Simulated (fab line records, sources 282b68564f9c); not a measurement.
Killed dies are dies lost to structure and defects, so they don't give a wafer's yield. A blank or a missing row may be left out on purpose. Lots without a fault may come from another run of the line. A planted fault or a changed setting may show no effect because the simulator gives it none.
A struck lot beside a sound one | flow rit_cmos | 18 steps out of a route of 202
Sound: wafers L261.2, L261.4, L261.5. Struck: wafers L257.2, L257.4, L257.6. The cause comes at the end.
At each step with rows: each side's tool, then ch and its chambers, then its first start. Under that, the readings that differ: sound wafers | struck wafers | difference of the means | sigmas: that difference in standard deviations of wafers without a fault.
alike: readings whose means differ by less than 2 such deviations, and words and numbers that are the same on both sides. not compared: withheld readings, readings that some wafer has no value for, bounds like >300 that may hide the same value, and numbers for which the record gives no deviation and whose values overlap.
The two part at a step that has a row with sigmas, a row that says differs or no value, or rows on one side only. Numbers that don't overlap but have no deviation are shown without sigmas and don't part them. A reading that every wafer of one side lacks parts them only if that side has two wafers or more.

first, 4 steps without rows for these wafers: RIT_NSD_SOFTBAKE_02 (time 60 s); RIT_NSD_EXPOSE_03 (exposes mask M9, target cd 40700 nm); RIT_NSD_PEB_04; RIT_NSD_DEVELOP_05 (develop time 50 s).
RIT_NSD_OVL_MEAS_06:
  sound on overlay-01, day 7 02:03; struck on overlay-01, day 6 10:00
  alike: NSD_OVL
then, 2 steps without rows for these wafers: RIT_NSD_HARDBAKE_07 (time 60 s); RIT_NSD_IMPLANT_08.
RIT_NSD_STRIP_09: strips in O2, time 180 s.
  sound on plasma_asher-01 ch 0, day 7 02:23; struck on plasma_asher-04 ch 1, day 6 10:20
  alike: drypump_motor_current_A
  not compared: rf_hours_counter_h
RIT_NSD_TW_MEAS_10:
  sound on film_metro-02, day 7 02:34; struck on film_metro-04, day 6 10:31
  alike: NSD_TW
then, 3 steps without rows for these wafers: RIT_PSD_HMDS_00 (prime time 60 s); RIT_PSD_COAT_01 (resist thk 1000 nm); RIT_PSD_SOFTBAKE_02 (time 60 s).
RIT_PSD_EXPOSE_03: exposes mask M10, target cd 40900 nm.
  sound on iline_stepper-01 ch 0, day 7 03:13; struck on iline_stepper-02 ch 0, day 6 11:02
  reading                     | sound                | struck               | difference | sigmas
  model.PSD.overlay_x_nm (nm) | 0.8744 0.8744 0.8744 | -149.8 -149.8 -149.8 | -150.7     |
  alike: mask, focus_offset_nm
then, 2 steps without rows for these wafers: RIT_PSD_PEB_04; RIT_PSD_DEVELOP_05 (develop time 50 s).
RIT_PSD_OVL_MEAS_06:
  sound on overlay-01, day 7 03:36; struck on overlay-01, day 6 11:30
  reading      | sound         | struck               | difference | sigmas
  PSD_OVL (nm) | -0.9 1.2 -0.5 | -149.6 -149.5 -149.2 | -149.4     | -99 or more
then, 1 step without rows for these wafers: RIT_PSD_HARDBAKE_07 (time 60 s).
RIT_M1_PROBE_99:
  sound on prober-02, day 7 12:10; struck on prober-02, day 6 20:06
  reading                                                 | sound                | struck               | difference | sigmas
  model.etest.select_edge_diode_p.leak_log10_a (angstrom) | -10.27 -10.02 -10.33 | -9.508 -9.793 -9.639 | +0.560     |
  alike: killed_at_contacts, killed_at_front_end, killed_dies, killed_on_rim, killed_open, killed_short

WHERE THEY PART
Only at RIT_PSD_OVL_MEAS_06, within this record. Later steps at which nothing parts them and some readings are alike: RIT_M1_PROBE_99.

WHY: what the simulator had put in
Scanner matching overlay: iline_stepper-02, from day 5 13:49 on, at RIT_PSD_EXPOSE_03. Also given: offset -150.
